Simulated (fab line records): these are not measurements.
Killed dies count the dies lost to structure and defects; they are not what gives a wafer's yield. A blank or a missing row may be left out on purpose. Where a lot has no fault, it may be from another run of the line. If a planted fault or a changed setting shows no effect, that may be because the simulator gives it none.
Which tool is to blame?	flow berkeley cmos170	21 wafers from 7 lots sampled at 4 of the route's 331 steps

== WHAT EACH GAUGE READ, for each wafer ==
UCB170_PVT_TW_MEAS_09.
lot	measured	on	PVT_TW
L935	day 5 23:52	film metro-02	498 500 497
L939	day 7 05:38	film metro-04	517 517 518
L942	day 7 06:14	film metro-02	29 29 29
L944	day 7 05:41	film metro-02	495 496 496
L952	day 9 09:02	film metro-04	520 517 520
L954	day 9 21:36	film metro-04	518 518 521
L957	day 10 13:04	film metro-02	497 494 501

== EACH LOT AND THE TOOL THAT RAN IT (in order: tool; ch and the chambers of the sampled wafers; start) ==
lot	UCB170_ZERO_STRIP_07	UCB170_NVT_STRIP_08	UCB170_PVT_STRIP_08
L935	plasma asher-02 ch 0,1, day 2 04:20	plasma asher-03 ch 0,1, day 5 19:59	plasma asher-03 ch 0,1, day 5 23:46
L939	plasma asher-02 ch 0,1, day 3 00:44	plasma asher-01 ch 0,1, day 7 02:37	plasma asher-03 ch 0,1, day 7 05:32
L942	plasma asher-02 ch 0,1, day 3 09:50	plasma asher-01 ch 0,1, day 7 03:18	plasma asher-03 ch 0,1, day 7 06:08
L944	plasma asher-04 ch 0,1, day 3 20:13	plasma asher-01 ch 0,1, day 7 02:20	plasma asher-01 ch 0,1, day 7 05:35
L952	plasma asher-03 ch 0,1, day 5 13:55	plasma asher-01 ch 0,1, day 9 05:22	plasma asher-01 ch 0,1, day 9 08:56
L954	plasma asher-04 ch 0, day 6 02:48	plasma asher-02 ch 0,1, day 9 19:50	plasma asher-04 ch 0,1, day 9 21:30
L957	plasma asher-03 ch 0,1, day 6 19:14	plasma asher-03 ch 0,1, day 10 10:21	plasma asher-04 ch 0,1, day 10 12:59
- UCB170_ZERO_STRIP_07: strips in O2.
- UCB170_NVT_STRIP_08: strips in O2.
- UCB170_PVT_STRIP_08: strips in O2.

== THE ANSWER, worked out from the rows above alone ==
Rule: what is usual is taken from the lots themselves. Put in order of their means at a reading, lots are off if they are a third of the lots or fewer, leave a main group of 4 or more, and stand apart from it by a gap of 3 or more times the standard deviation of the main group's means; of several such gaps the widest counts. A main group is skipped when, at the precision printed for the reading in the tables above, its means are all equal. A lot without any number at a reading at which 4 lots or more have one is off too. The other lots that the step has rows for count as sound.
Off: L942, seen at UCB170_PVT_TW_MEAS_09 (PVT_TW). Mean 508 and standard deviation 11 in the main group.
If a tool, at a process step before that reading, ran all the lots that are off and no sound lot after the first of them, it fits. Gauges at UCB170_PVT_TW_MEAS_09: tried the same way as those tools. Can't be told from this: 2 tools fit, plasma asher-02 at UCB170_ZERO_STRIP_07, plasma asher-03 at UCB170_PVT_STRIP_08.

== WHAT THE SIMULATOR PUT IN ==
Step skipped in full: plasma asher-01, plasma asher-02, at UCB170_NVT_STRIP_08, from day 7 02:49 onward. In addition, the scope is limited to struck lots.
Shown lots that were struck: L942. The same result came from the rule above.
